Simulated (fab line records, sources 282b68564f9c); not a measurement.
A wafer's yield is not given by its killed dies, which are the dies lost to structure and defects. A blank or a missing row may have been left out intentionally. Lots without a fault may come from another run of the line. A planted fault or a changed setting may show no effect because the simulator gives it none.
Code-filled problem report in 8D (eight disciplines) form	flow ritCmos	the parts of the form that need people (team, actions taken, sign-off) are left out

1. THE ISSUE
CONTACT_TEOS_THK at RIT_CONTACT_THK_MEAS_01 reads a mean of 368 nm on 1 wafer of 1 lot; wafers without a fault read 401 nm with a standard deviation of 5.9. Measured from the usual mean, that is -5.6 standard deviations.
First observed at day 4 21:27: wafer L930.4, on filmMetro-02. The record has a number at this step for 39 wafers belonging to 13 lots. Rule for "out" (also "out of limits"): further than 4 standard deviations from the usual mean. Any other wafer with a number is counted as sound.

2. WHAT IT IS, WHAT IT ISN'T
question	is	is not
which readings at this step	CONTACT_TEOS_THK	-
which lots	L930	L923, L928, L929, L931, L937, L938, L940, L941, L942, L943, L944, L945
which wafers of those lots	L930.4	L930.2, L930.6
read on which gauges	filmMetro-02	filmMetro-01, filmMetro-03
when	from day 4 21:27	up to then (11 sound wafers); but 27 sound wafers of L931, L937, L938, L940, L941, L942, L943, L944, L945 came after

3. THE SUSPECTS, EACH WITH WHAT RULES IT OUT
Counting: if a tool at a process step up to the reading ran every lot that is out, it stays a suspect. Sound lots after the first of them don't rule it out here, since some wafers of a struck lot are sound.
- the gauge at RIT_CONTACT_THK_MEAS_01 has been ruled out. All the wafers that are out were read on filmMetro-02, but those of them that RIT_CONTACT_CVD_00 has rows for are out there too, on other tools.
- pecvd-01 at RIT_CONTACT_CVD_00 (deposits SiO2 from TEOS, target thk 400 nm, time 61 s): kept. It ran the lot that is out, L930 (day 4 21:23). Its own runLengthS readings are out on those wafers.
- At RIT_CONTACT_CVD_00, inside pecvd-01: chamber 0 took the wafers that are out, while their sound lot-mates went through chambers 1, 2.
Remaining after the count: pecvd-01 at RIT_CONTACT_CVD_00.

4. THE CAUSE (what the simulator had put in)
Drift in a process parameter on pecvd-01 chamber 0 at RIT_CONTACT_CVD_00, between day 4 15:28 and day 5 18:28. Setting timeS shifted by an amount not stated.
This tool alone remained once counting was done.

5. SEQUENCE OF EFFECTS, ordered by route
Rows list readings where the struck wafers' mean (over those with a number) sits beyond 3 standard deviations from the usual. Only readings whose record carries a usual standard deviation are examined. hours: median over the lots of the time between each lot's start at the first step of this table that gives one and its start at this step. sigmas: the change, counted in usual standard deviations.
hours	step	reading	usual	on struck wafers	change	sigmas
0	RIT_CONTACT_CVD_00	runLengthS	88.8 s	84.4	-4.4	-9.6
0	RIT_CONTACT_THK_MEAS_01	CONTACT_TEOS_THK	401 nm	368	-33	-5.6
It contains these process steps:
- RIT_CONTACT_CVD_00: deposits SiO2 from TEOS, target thk 400 nm, time 61 s.

6. WHAT WOULD HAVE CAUGHT IT SOONER
The first out-of-limits reading at a measuring or inspecting step in this record came at day 4 21:27, 6 hours after the fault's start at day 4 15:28.
At RIT_CONTACT_CVD_00, the tool's own readings (runLengthS) were out on each struck wafer the step has a row for, so an alarm limit on them would have fired on the first such wafer.
By day 4 21:27 the whole set of lots that are out, 1 in number, had already begun RIT_CONTACT_CVD_00 on pecvd-01. Tool hold at that time: it would have spared none of them.
